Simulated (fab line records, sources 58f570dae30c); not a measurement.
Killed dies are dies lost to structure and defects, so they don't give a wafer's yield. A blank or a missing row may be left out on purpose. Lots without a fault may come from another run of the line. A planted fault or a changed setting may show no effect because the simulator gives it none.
Which tool did it? | flow berkeley_cmos170 | 14 lots, 42 wafers sampled, at 5 steps of a route of 331

WHAT THE GAUGES READ, wafer by wafer
UCB170_GATE_CD_MEAS_90: target cd 350 nm. Usual: cd_nm 349.7 nm, standard deviation 1.3.
lot  | measured     | on        | cd_nm (nm)        | flag
L245 | day 7 14:53  | cd_sem-02 | 346.5 347.0 345.6 |
L244 | day 7 15:21  | cd_sem-01 | 348.5 349.7 347.5 |
L246 | day 7 23:43  | cd_sem-01 | 350.7 351.0 350.7 |
L249 | day 8 07:41  | cd_sem-02 | 349.4 351.6 349.1 |
L247 | day 8 07:52  | cd_sem-01 | 349.9 347.5 348.6 |
L252 | day 8 20:26  | cd_sem-02 | 350.0 350.7 351.3 |
L251 | day 8 20:38  | cd_sem-02 | 350.2 350.2 350.3 |
L253 | day 8 20:31  | cd_sem-01 | 348.8 349.3 349.4 |
L255 | day 9 09:55  | cd_sem-02 | 349.3 349.0 349.2 |
L264 | day 11 02:26 | cd_sem-01 | 351.8 350.1 351.2 |
L263 | day 11 02:38 | cd_sem-01 | 351.5 354.7 350.4 |
L260 | day 11 02:23 | cd_sem-02 | 353.5 350.1 354.2 |
L266 | day 12 08:58 | cd_sem-01 | 351.8 351.6 349.8 |
L267 | day 12 08:46 | cd_sem-01 | 350.1 350.3 350.3 |

UCB170_NLDD_OVL_MEAS_07. Usual: NLDD_OVL -3 nm, standard deviation 5.1.
lot  | measured     | on         | NLDD_OVL (nm) | flag
L245 | day 7 18:49  | overlay-02 | 2 0 12        |
L244 | day 7 18:56  | overlay-01 | 5 1 3         |
L246 | day 8 03:07  | overlay-02 | 1 0 -1        |
L249 | day 8 12:02  | overlay-02 | -9 -4 -4      |
L247 | day 8 12:20  | overlay-01 | -6 -9 -6      |
L252 | day 9 01:33  | overlay-01 | -2 5 1        |
L251 | day 9 01:11  | overlay-01 | -4 -4 0       |
L253 | day 9 01:26  | overlay-02 | -3 -2 -8      |
L255 | day 9 13:00  | overlay-02 | 5 7 3         |
L264 | day 11 07:09 | overlay-02 | -5 -11 -3     |
L263 | day 11 06:59 | overlay-01 | -2 -3 -1      |
L260 | day 11 06:53 | overlay-02 | -3 -4 -7      |
L266 | day 12 16:01 | overlay-01 | -5 -5 -3      |
L267 | day 12 15:57 | overlay-02 | -6 -9 2       |

UCB170_SPACER_THK_MEAS_01. Usual: SPACER_TEOS_THK 376 nm, standard deviation 5.5.
lot  | measured     | on            | SPACER_TEOS_THK (nm) | flag
L245 | day 7 19:32  | film_metro-01 | 372 369 379          |
L244 | day 7 19:43  | film_metro-04 | 371 375 381          |
L246 | day 8 03:51  | film_metro-03 | 381 379 387          |
L249 | day 8 12:46  | film_metro-03 | 378 373 379          |
L247 | day 8 13:14  | film_metro-01 | 378 370 376          |
L252 | day 9 02:43  | film_metro-01 | 366 369 373          |
L251 | day 9 01:59  | film_metro-01 | 374 384 387          |
L253 | day 9 02:15  | film_metro-03 | 363 372 374          |
L255 | day 9 13:43  | film_metro-04 | 385 390 382          |
L264 | day 11 07:53 | film_metro-01 | 373 375 380          |
L263 | day 11 07:42 | film_metro-01 | 369 372 377          |
L260 | day 11 07:38 | film_metro-04 | 369 376 372          |
L266 | day 12 16:52 | film_metro-01 | 371 372 376          |
L267 | day 12 16:47 | film_metro-01 | 386 386 386          |

WHICH TOOL RAN EACH LOT (tool, then ch and the chambers of the sampled wafers, then the start)
lot  | UCB170_NVT_STRIP_08                  | UCB170_GATE_ETCH_14
L245 | plasma_asher-04 ch 1, day 6 22:34    | rie_diel-01 ch 0,1,3, day 7 14:42
L244 | plasma_asher-01 ch 1, day 6 22:52    | rie_diel-02 ch 0,1, day 7 15:10
L246 | plasma_asher-02 ch 0,1, day 7 05:39  | rie_diel-04 ch 2,3, day 7 23:30
L249 | plasma_asher-04 ch 0,1, day 7 13:28  | rie_diel-02 ch 0,2,3, day 8 07:27
L247 | plasma_asher-02 ch 0,1, day 7 14:01  | rie_diel-04 ch 0,2,3, day 8 07:35
L252 | plasma_asher-02 ch 0,1, day 8 04:14  | rie_diel-01 ch 0,1, day 8 20:13
L251 | plasma_asher-01 ch 0,1, day 8 04:35  | rie_diel-02 ch 0,1, day 8 20:25
L253 | plasma_asher-04 ch 0,1, day 8 04:58  | rie_diel-04 ch 0,2,3, day 8 20:20
L255 | plasma_asher-04 ch 0,1, day 8 15:52  | rie_diel-02 ch 0,1, day 9 09:42
L264 | plasma_asher-04 ch 0,1, day 10 10:16 | rie_diel-04 ch 0,2,3, day 11 02:15
L263 | plasma_asher-02 ch 0,1, day 10 10:30 | rie_diel-02 ch 0,1,2, day 11 02:26
L260 | plasma_asher-04 ch 0,1, day 10 10:46 | rie_diel-02 ch 1,2, day 11 02:10
L266 | plasma_asher-01 ch 0,1, day 11 13:50 | rie_diel-01 ch 1,2, day 12 08:46
L267 | plasma_asher-04 ch 0,1, day 11 14:25 | rie_diel-04 ch 1,2,3, day 12 08:32
- UCB170_NVT_STRIP_08: strips in O2.
- UCB170_GATE_ETCH_14: etches BARC in N2/H2.

WHAT THE TOOLS THEMSELVES READ (means of the sampled wafers that have a number; where no wafer has one, the mark that the record gives instead)
UCB170_NVT_STRIP_08. Usual: drypump_motor_current_A 5.82 A, standard deviation 0.3; oes_product_au 0.735 a.u., standard deviation 0.005; strip_time_to_endpoint_s 21.63 s, standard deviation 0.059.
lot  | tool            | drypump_motor_current_A (A) | oes_product_au (a.u.) | strip_time_to_endpoint_s (s) | flag
L245 | plasma_asher-04 | 5.70                        | 0.731                 | 21.61                        |
L244 | plasma_asher-01 | 6.24                        | 0.735                 | 21.62                        |
L246 | plasma_asher-02 | 5.85                        | 0.739                 | 21.61                        |
L249 | plasma_asher-04 | 5.86                        | 0.732                 | 21.68                        |
L247 | plasma_asher-02 | 5.63                        | 0.740                 | 21.57                        |
L252 | plasma_asher-02 | 5.62                        | 0.735                 | 21.64                        |
L251 | plasma_asher-01 | 6.03                        | 0.732                 | 21.50                        |
L253 | plasma_asher-04 | 5.86                        | 0.738                 | 21.66                        |
L255 | plasma_asher-04 | 5.78                        | 0.736                 | 21.59                        |
L264 | plasma_asher-04 | 5.77                        | 0.736                 | 21.64                        |
L263 | plasma_asher-02 | 5.61                        | 0.736                 | 21.61                        |
L260 | plasma_asher-04 | 5.87                        | 0.739                 | 21.69                        |
L266 | plasma_asher-01 | 5.79                        | 0.732                 | 21.61                        |
L267 | plasma_asher-04 | 5.77                        | 0.736                 | 21.64                        |

UCB170_GATE_ETCH_14. Usual: bias_w 100.0 W, standard deviation 0.32; drypump_motor_current_A 5.7 A, standard deviation 0.39; oes_product_au 0.994 a.u., standard deviation 0.026; rf_fwd_power_W 493.9 W, standard deviation 2.4; throttle_valve_pct 13.39 %, standard deviation 0.18.
lot  | tool        | bias_w (W) | drypump_motor_current_A (A) | oes_product_au (a.u.) | rf_fwd_power_W (W) | throttle_valve_pct (%) | flag
L245 | rie_diel-01 | 100.0      | 5.4                         | 1.017                 | 493.5              | 13.37                  |
L244 | rie_diel-02 | 99.8       | 5.8                         | 0.996                 | 492.4              | 13.14                  |
L246 | rie_diel-04 | 100.0      | 5.7                         | 0.976                 | 492.6              | 13.55                  |
L249 | rie_diel-02 | 100.1      | 5.5                         | 1.012                 | 493.1              | 13.24                  |
L247 | rie_diel-04 | 99.8       | 5.6                         | 0.969                 | 494.1              | 13.51                  |
L252 | rie_diel-01 | 100.3      | 5.4                         | 1.019                 | 493.5              | 13.49                  |
L251 | rie_diel-02 | 100.2      | 6.0                         | 0.989                 | 492.7              | 13.27                  |
L253 | rie_diel-04 | 100.0      | 5.6                         | 0.980                 | 496.2              | 13.52                  |
L255 | rie_diel-02 | 99.8       | 6.0                         | 0.991                 | 494.2              | 13.26                  |
L264 | rie_diel-04 | 100.0      | 5.6                         | 0.978                 | 493.9              | 13.52                  |
L263 | rie_diel-02 | 100.2      | 5.9                         | 0.926                 | 428.1              | 13.24                  | OFF
L260 | rie_diel-02 | 100.1      | 6.2                         | 0.842                 | 360.7              | 13.38                  | OFF
L266 | rie_diel-01 | 100.1      | 5.7                         | 0.998                 | 494.0              | 13.60                  |
L267 | rie_diel-04 | 100.1      | 5.8                         | 0.975                 | 493.8              | 13.46                  |

THE ANSWER, worked out from the rows above alone
Rule: a lot is off if the mean of its wafers that have a number lies more than 3 standard deviations from the usual mean. A lot without any number at a reading at which 4 lots or more have one is off too. The other lots that the step has rows for count as sound. The gauges are gone through in route order, then the tools' own readings, and for those a lot's mean is taken as printed above. The first step at which some lot is off is used, and at that step the reading that is off furthest; a lot without a number counts as furthest.
Off: L263, L260, at UCB170_GATE_ETCH_14 (rf_fwd_power_W).
A tool fits if, at that step or a process step before it, it ran every lot that is off, and no sound lot after the first of them. One fits: rie_diel-02 at UCB170_GATE_ETCH_14. Its last sound lot is L255 (day 9 09:42), its first lot that is off L260 (day 11 02:10): a fault that began between those two fits.
The tool's own readings at UCB170_GATE_ETCH_14 bear it out: on the lots that are off they differ by more than 5 times the standard deviation of the sound lots' means. oes_product_au reads 0.884 a.u. there against 0.992 a.u. on the sound lots; rf_fwd_power_W reads 394.4 W there against 493.7 W on the sound lots.

WHAT THE SIMULATOR HAD PUT IN
Process parameter drift: rie_diel-02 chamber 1, from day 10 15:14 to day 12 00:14, at UCB170_GATE_ETCH_14. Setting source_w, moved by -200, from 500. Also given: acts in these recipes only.
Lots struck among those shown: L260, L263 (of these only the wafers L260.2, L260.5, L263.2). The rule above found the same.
